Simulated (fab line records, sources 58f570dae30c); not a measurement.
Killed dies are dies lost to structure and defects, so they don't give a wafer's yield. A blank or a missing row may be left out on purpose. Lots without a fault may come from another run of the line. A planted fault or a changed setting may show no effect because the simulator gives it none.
Which tool did it? | flow berkeley_cmos170 | 13 lots, 39 wafers sampled, at 4 steps of a route of 331

WHAT THE GAUGES READ, wafer by wafer
UCB170_GATE_OVL_MEAS_13.
lot  | measured     | on         | GATE_OVL (nm)
L442 | day 7 15:16  | overlay-02 | -5 -8 -8
L443 | day 8 02:13  | overlay-02 | 3 0 5
L444 | day 8 02:33  | overlay-02 | -9 -6 0
L445 | day 8 02:26  | overlay-01 | -6 -10 -14
L447 | day 8 17:01  | overlay-01 | 1 0 -8
L448 | day 8 17:04  | overlay-02 | -6 0 -11
L449 | day 9 01:13  | overlay-02 | -14 -12 -12
L455 | day 10 03:19 | overlay-02 | 0 -9 0
L456 | day 10 17:00 | overlay-02 | -6 0 -7
L458 | day 11 03:49 | overlay-02 | 4 6 6
L459 | day 11 03:05 | overlay-01 | 3 -4 1
L464 | day 12 13:35 | overlay-01 | -20 -10 -4
L465 | day 12 16:53 | overlay-01 | 2 1 10

UCB170_CONTACT_CD_MEAS_15: target cd 700 nm.
lot  | measured     | on        | cd_nm (nm)
L442 | day 8 12:47  | cd_sem-02 | 702.2 701.8 700.4
L443 | day 8 23:37  | cd_sem-01 | 698.8 698.5 699.1
L444 | day 9 00:13  | cd_sem-01 | 701.4 700.0 701.3
L445 | day 8 23:20  | cd_sem-02 | 700.7 701.1 700.8
L447 | day 9 15:49  | cd_sem-01 | 700.6 700.3 702.1
L448 | day 9 15:29  | cd_sem-02 | 699.4 700.7 699.1
L449 | day 10 02:16 | cd_sem-02 | 697.8 698.6 699.4
L455 | day 11 03:10 | cd_sem-02 | 698.8 697.8 700.3
L456 | day 11 17:12 | cd_sem-02 | 701.6 702.6 700.9
L458 | day 12 03:03 | cd_sem-02 | 700.2 701.3 699.9
L459 | day 12 03:31 | cd_sem-01 | 700.8 700.2 698.9
L464 | day 13 14:37 | cd_sem-02 | 702.0 702.3 702.0
L465 | day 13 16:38 | cd_sem-02 | 699.9 700.6 700.5

UCB170_CONTACT_OVL_MEAS_16.
lot  | measured     | on         | CONTACT_OVL (nm)
L442 | day 8 12:54  | overlay-02 | 10 10 9
L443 | day 8 23:43  | overlay-02 | 2 1 2
L444 | day 9 00:20  | overlay-01 | 9 4 6
L445 | day 8 23:28  | overlay-01 | 5 5 5
L447 | day 9 15:53  | overlay-01 | -5 2 11
L448 | day 9 15:36  | overlay-02 | -3 3 6
L449 | day 10 02:21 | overlay-02 | 8 10 1
L455 | day 11 03:16 | overlay-01 | 19 10 8
L456 | day 11 17:18 | overlay-01 | 7 5 -2
L458 | day 12 03:10 | overlay-01 | 8 9 6
L459 | day 12 03:37 | overlay-01 | 10 14 12
L464 | day 13 14:44 | overlay-01 | 1 0 7
L465 | day 13 16:46 | overlay-02 | -1 -1 1

WHICH TOOL RAN EACH LOT (tool, then ch and the chambers of the sampled wafers, then the start)
lot  | UCB170_NWELL_EXPOSE_09
L442 | krf_scanner-02 ch 0, day 2 13:54
L443 | krf_scanner-01 ch 0, day 2 20:56
L444 | krf_scanner-01 ch 0, day 3 03:56
L445 | krf_scanner-02 ch 0, day 3 04:11
L447 | krf_scanner-01 ch 0, day 3 11:40
L448 | krf_scanner-02 ch 0, day 3 11:51
L449 | krf_scanner-02 ch 0, day 4 05:43
L455 | krf_scanner-01 ch 0, day 5 00:35
L456 | krf_scanner-01 ch 0, day 5 09:06
L458 | krf_scanner-01 ch 0, day 5 19:03
L459 | krf_scanner-01 ch 0, day 6 04:39
L464 | krf_scanner-01 ch 0, day 7 07:32
L465 | krf_scanner-01 ch 0, day 7 18:46
- UCB170_NWELL_EXPOSE_09: exposes mask NWELL, target cd 3000 nm.

WHAT THE TOOLS THEMSELVES READ (means of the sampled wafers that have a number; where no wafer has one, the mark that the record gives instead)
UCB170_NWELL_EXPOSE_09.
lot  | tool           | exposure_dose_mJ_cm2 | reticle_temp_C (C)
L442 | krf_scanner-02 | 24.991               | 22.94
L443 | krf_scanner-01 | 24.991               | 23.04
L444 | krf_scanner-01 | 25.021               | 22.87
L445 | krf_scanner-02 | 24.996               | 23.07
L447 | krf_scanner-01 | 25.010               | 23.03
L448 | krf_scanner-02 | 30.718               | 23.01
L449 | krf_scanner-02 | 30.753               | 23.14
L455 | krf_scanner-01 | 24.970               | 23.00
L456 | krf_scanner-01 | 24.982               | 22.91
L458 | krf_scanner-01 | 25.007               | 23.10
L459 | krf_scanner-01 | 25.005               | 23.00
L464 | krf_scanner-01 | 25.022               | 23.02
L465 | krf_scanner-01 | 25.016               | 22.99

THE ANSWER, worked out from the rows above alone
Rule: what is usual is taken from the lots themselves. Put in order of their means at a reading, lots are off if they are a third of the lots or fewer, leave a main group of 4 or more, and stand apart from it by a gap of 3 or more times the standard deviation of the main group's means; of several such gaps the widest counts. A main group whose means are all the same, to the digits that the tables above print for the reading, isn't used. A lot without any number at a reading at which 4 lots or more have one is off too. The other lots that the step has rows for count as sound. The gauges are gone through in route order, then the tools' own readings, and for those a lot's mean is taken as printed above. The first step at which some lot is off is used, and at that step the reading that is off furthest; a lot without a number counts as furthest.
Off: L448, L449, at UCB170_NWELL_EXPOSE_09 (exposure_dose_mJ_cm2). The main group: mean 25.001, standard deviation 0.016.
A tool fits if, at that step or a process step before it, it ran every lot that is off, and no sound lot after the first of them. One fits: krf_scanner-02 at UCB170_NWELL_EXPOSE_09. Its last sound lot is L445 (day 3 04:11), its first lot that is off L448 (day 3 11:51): a fault that began between those two fits.
The tool's own readings at UCB170_NWELL_EXPOSE_09 bear it out: on the lots that are off they differ by more than 5 times the standard deviation of the sound lots' means. exposure_dose_mJ_cm2 reads 30.736 there against 25.001 on the sound lots.

WHAT THE SIMULATOR HAD PUT IN
Process parameter drift: krf_scanner-02, from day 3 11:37 on, at UCB170_NWELL_EXPOSE_09. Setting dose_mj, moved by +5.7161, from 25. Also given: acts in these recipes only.
Lots struck among those shown: L448, L449. The rule above found the same.
